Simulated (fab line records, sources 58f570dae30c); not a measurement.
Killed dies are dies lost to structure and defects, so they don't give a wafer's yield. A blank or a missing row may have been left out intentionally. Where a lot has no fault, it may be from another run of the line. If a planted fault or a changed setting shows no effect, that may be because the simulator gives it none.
fab line records	flow berkeley_cmos170	part 2 of 2: steps 26 to 35 of 35
record: lots: 5	wafers: 15	last_day: 12
route steps=331 shown PVT@117 GATE@125 FIELD@126 PLDD@145
lots that met no fault: taken from a fault-free run of the same line
start_h: hours from the record's opening day to when the first of the lot's shown wafers began	wait_h: time in hours since the lot's previous step	" same as the row above	L1.1+2: one row covering several wafers at once	- value missing, or start not given	* or withheld: withheld	< > ~ a bound
route shown NAME@n: NAME is a module with steps in the file, n the number in the route of the first one	usual: mean/standard deviation taken from wafers without a fault	same: alike in all rows	chamber/n: place in a boat	sites: each site's reading	_std_site: the standard deviation of these	_edge_site: mean of outer sites minus mean of inner sites	radius_mm: how far each site lies from the wafer's centre	mask NAME#n: copy n	behind: the last tool/chamber to shape the wafer	hold: the reason the lot was held/the length of the hold in hours/how it ended	device: the n, p or np transistor that did not switch	end of line: at the end of the route, the tests of the same wafers	step lacking rows: just its recipe	killed: count of dies lost to structure and defects at first sort (not the wafer's yield)	map: a wafer's dies, x killed, . not, _ none there
set.NAME: the setting as run; set.NAME@STEP: as run at that earlier step	model.NAME: the simulator's own value behind a step, which no gauge read
lots at some steps of the route; a table a step, a row a wafer
services: from which hour (start_h, from the record's first day; less than 0 if before it) a tool's chamber was out of use, for how many hours, and why
== steps ==
step: UCB170_GATE_STRIP_16
recipe: chemistry: O2	power_w: 400	pressure_mtorr: 3500	platen_temp_c: withheld	o2_flow_sccm: 400	overash_fraction: 0.5
usual: drypump_motor_current_A: 6.0/0.42	oes_product_au: 0.725/0.0046
lot.wafer	tool	chamber	start_h	wait_h	drypump_motor_current_A	oes_product_au	rf_hours_counter_h
L084.2	plasma_asher-03	1	202.98	0.0	5.7	0.731	44
L084.4	"	0	"	"	6.5	0.731	-
L084.5	"	0	"	"	6.5	0.724	-
L085.1	plasma_asher-03	1	203.19	0.0	5.7	0.724	44
L085.2	"	0	"	"	6.5	0.720	44
L085.4	"	0	"	"	6.4	0.731	-
L089.2	plasma_asher-03	1	225.97	0.0	5.7	0.724	48
L089.3	"	0	"	"	6.5	0.730	-
L089.5	"	0	"	"	6.4	0.727	-
L091.1	plasma_asher-04	0	226.25	0.0	6.5	0.727	13
L091.5	"	1	"	"	5.6	0.731	-
L091.6	"	0	"	"	6.5	0.721	-
L095.3	plasma_asher-02	1	252.73	0.1	5.8	0.723	-
L095.4	"	0	"	"	5.4	0.731	-
L095.6	"	1	"	"	5.8	0.723	-
step: UCB170_GATE_CD_MEAS_90
recipe: target_cd_nm: 350
usual: cd_nm: 350.8/1.5
lot.wafer	tool	chamber	start_h	wait_h	cd_nm
L084.2	cd_sem-01	-	203.10	0.1	353.0
L084.4	"	-	"	"	353.3
L084.5	"	-	"	"	351.7
L085.1	cd_sem-02	-	203.30	0.1	350.4
L085.2	"	-	"	"	351.2
L085.4	"	-	"	"	350.3
L089.2	cd_sem-01	-	226.14	0.1	350.1
L089.3	"	-	"	"	350.0
L089.5	"	-	"	"	348.0
L091.1	cd_sem-01	-	226.35	0.1	350.2
L091.5	"	-	"	"	351.3
L091.6	"	-	"	"	352.1
L095.3	cd_sem-02	-	252.97	0.2	350.6
L095.4	"	-	"	"	351.5
L095.6	"	-	"	"	350.7
step: UCB170_GATE_CLEAN_17
recipe: chemistry: SPM	temp_c: 120	time_s: 600
same: time_s: 600
lot.wafer	tool	chamber	start_h	wait_h
L084.2+4+5	wet_bench-03	0	204.55	1.4
L085.1+2+4	wet_bench-03	1	204.55	1.2
L089.2+3+5	wet_bench-03	3	226.27	0.1
L091.1+5+6	wet_bench-03	0	226.47	0.1
L095.3+4+6	wet_bench-04	2	253.05	0.1
step: UCB170_PLDD_HMDS_00
recipe: prime_time_s: 60	prime_temp_c: 100
usual: resist_line_temp_C: 23.01/0.11
lot.wafer	tool	chamber	start_h	wait_h	resist_line_temp_C
L085.1	litho_track-03	0	204.83	0.1	23.06
L085.2	"	0	"	"	22.96
L085.4	"	0	"	"	23.03
L084.2	litho_track-02	0	205.03	0.3	23.01
L084.4	"	0	"	"	22.98
L084.5	"	0	"	"	23.04
L089.2	litho_track-03	0	226.47	0.0	23.01
L089.3	"	0	"	"	23.15
L089.5	"	0	"	"	23.20
L091.1	litho_track-02	0	226.64	0.0	22.89
L091.5	"	0	"	"	23.00
L091.6	"	0	"	"	22.92
L095.3	litho_track-03	0	253.32	0.1	23.10
L095.4	"	0	"	"	23.05
L095.6	"	0	"	"	23.02
step: UCB170_PLDD_COAT_01
recipe: resist: KrF	spin_rpm: 1500	resist_thk_nm: 886.3
usual: dispense_pressure_kPa: 49.5/2.5	resist_line_temp_C: 22.98/0.11
lot.wafer	tool	chamber	start_h	wait_h	dispense_pressure_kPa	resist_line_temp_C
L085.1	litho_track-03	0	204.98	0.1	46.0	23.13
L085.2	"	0	"	"	46.0	23.06
L085.4	"	0	"	"	46.0	23.17
L084.2	litho_track-02	0	205.18	0.1	50.5	22.71
L084.4	"	0	"	"	50.5	23.02
L084.5	"	0	"	"	50.5	22.80
L089.2	litho_track-03	0	226.62	0.1	46.0	22.89
L089.3	"	0	"	"	46.0	22.96
L089.5	"	0	"	"	46.0	22.93
L091.1	litho_track-02	0	226.79	0.1	50.6	22.99
L091.5	"	0	"	"	50.6	23.04
L091.6	"	0	"	"	50.5	22.96
L095.3	litho_track-03	0	253.47	0.1	46.0	22.60
L095.4	"	0	"	"	46.0	22.77
L095.6	"	0	"	"	45.9	22.79
step: UCB170_PLDD_SOFTBAKE_02
recipe: resist: KrF	temp_c: 130	time_s: 60
usual: resist_line_temp_C: 22.97/0.099
same: time_s: 60
lot.wafer	tool	chamber	start_h	wait_h	resist_line_temp_C
L085.1	litho_track-03	0	205.13	0.1	22.91
L085.2	"	0	"	"	22.95
L085.4	"	0	"	"	22.97
L084.2	litho_track-02	0	205.33	0.1	22.96
L084.4	"	0	"	"	22.97
L084.5	"	0	"	"	23.10
L089.2	litho_track-03	0	226.77	0.1	22.84
L089.3	"	0	"	"	23.09
L089.5	"	0	"	"	22.83
L091.1	litho_track-02	0	226.94	0.1	23.06
L091.5	"	0	"	"	22.92
L091.6	"	0	"	"	22.93
L095.3	litho_track-03	0	253.62	0.1	22.94
L095.4	"	0	"	"	22.87
L095.6	"	0	"	"	22.94
step: UCB170_PLDD_EXPOSE_03
recipe: mask_id: PSELECT	na: 0.5	sigma_outer: 0.6	source_shape: conventional	target_cd_nm: 1200	dose_mj: 30
same: na: 0.5
lot.wafer	tool	chamber	start_h	wait_h	mask
L085.1+2+4	krf_scanner-02	0	205.40	0.2	PSELECT#0
L084.2+4+5	krf_scanner-01	0	205.66	0.3	PSELECT#0
L089.2+3+5	krf_scanner-02	0	227.11	0.3	PSELECT#0
L091.1+5+6	krf_scanner-01	0	227.33	0.4	PSELECT#0
L095.3+4+6	krf_scanner-01	0	253.76	0.1	PSELECT#0
step: UCB170_PLDD_PEB_04
recipe: peb_temp_c: 130	peb_time_s: withheld	resist: KrF
usual: resist_line_temp_C: 23.01/0.099
lot.wafer	tool	chamber	start_h	wait_h	resist_line_temp_C
L085.1	litho_track-03	0	205.73	0.3	23.02
L085.2	"	0	"	"	22.99
L085.4	"	0	"	"	22.99
L084.2	litho_track-02	0	205.79	0.1	23.07
L084.4	"	0	"	"	22.93
L084.5	"	0	"	"	23.20
L089.2	litho_track-04	0	227.23	0.1	22.97
L089.3	"	0	"	"	22.86
L089.5	"	0	"	"	22.91
L091.1	litho_track-02	0	227.45	0.1	22.94
L091.5	"	0	"	"	22.81
L091.6	"	0	"	"	22.92
L095.3	litho_track-03	0	254.22	0.4	23.02
L095.4	"	0	"	"	23.14
L095.6	"	0	"	"	23.04
step: UCB170_PLDD_DEVELOP_05
recipe: developer: TMAH	develop_time_s: 45	resist: KrF	dev_temp_c: 21
usual: resist_line_temp_C: 23.01/0.12
lot.wafer	tool	chamber	start_h	wait_h	resist_line_temp_C
L085.1	litho_track-03	0	-	-	23.02
L085.2	"	0	"	"	22.89
L085.4	"	0	"	"	23.04
L084.2	litho_track-02	0	-	-	22.74
L084.4	"	0	"	"	22.93
L084.5	"	0	"	"	22.92
L089.2	litho_track-04	0	-	-	22.94
L089.3	"	0	"	"	22.98
L089.5	"	0	"	"	23.01
L091.1	litho_track-02	0	-	-	23.05
L091.5	"	0	"	"	23.23
L091.6	"	0	"	"	23.15
L095.3	litho_track-03	0	-	-	22.97
L095.4	"	0	"	"	23.10
L095.6	"	0	"	"	23.13
step: UCB170_PLDD_CD_MEAS_06
recipe: target_cd_nm: 1200
usual: cd_nm: 1199.8/1.5
lot.wafer	tool	chamber	start_h	wait_h	cd_nm
L085.1	cd_sem-02	-	206.00	-	1197.2
L085.2	"	-	"	"	1198.2
L085.4	"	-	"	"	1199.0
L084.2	cd_sem-01	-	206.06	-	1201.2
L084.4	"	-	"	"	1200.7
L084.5	"	-	"	"	1200.1
L089.2	cd_sem-02	-	227.50	-	1195.9
L089.3	"	-	"	"	1196.6
L089.5	"	-	"	"	1196.8
L091.1	cd_sem-01	-	227.73	-	1200.4
L091.5	"	-	"	"	1199.4
L091.6	"	-	"	"	1199.4
L095.3	cd_sem-01	-	254.48	-	1198.5
L095.4	"	-	"	"	1198.2
L095.6	"	-	"	"	1197.1
== services ==
tool	chamber	start_h	hours	kind
plasma_asher-04	-	162.68	4.5	repair
krf_scanner-01	-	166.68	1.0	pm
rie_diel-02	2	169.45	5.6	repair
furnace-04	-	169.52	3.4	pm
rie_diel-03	-	176.80	0.1	repair
rie_diel-04	-	178.08	0.2	repair
plasma_asher-02	-	180.96	2.3	repair
furnace-01	-	185.34	3.7	pm
krf_scanner-02	-	185.41	1.3	pm
plasma_asher-02	-	200.59	14.6	pm
wet_bench-02	-	202.20	0.5	repair
rie_diel-02	3	202.29	11.7	repair
krf_scanner-02	-	210.46	1.0	pm
krf_scanner-01	-	211.75	1.3	pm
plasma_asher-02	-	215.19	15.6	pm
rie_si-01	-	221.16	0.1	repair
plasma_asher-02	-	230.79	2.8	pm
plasma_asher-04	-	231.12	1.9	repair
rie_diel-03	-	232.18	4.0	pm
furnace-01	-	239.20	3.4	pm
krf_scanner-02	-	239.36	0.2	repair
rie_si-02	2	248.49	4.2	repair
krf_scanner-02	-	252.82	4.4	pm
krf_scanner-01	0	254.06	-	calibration
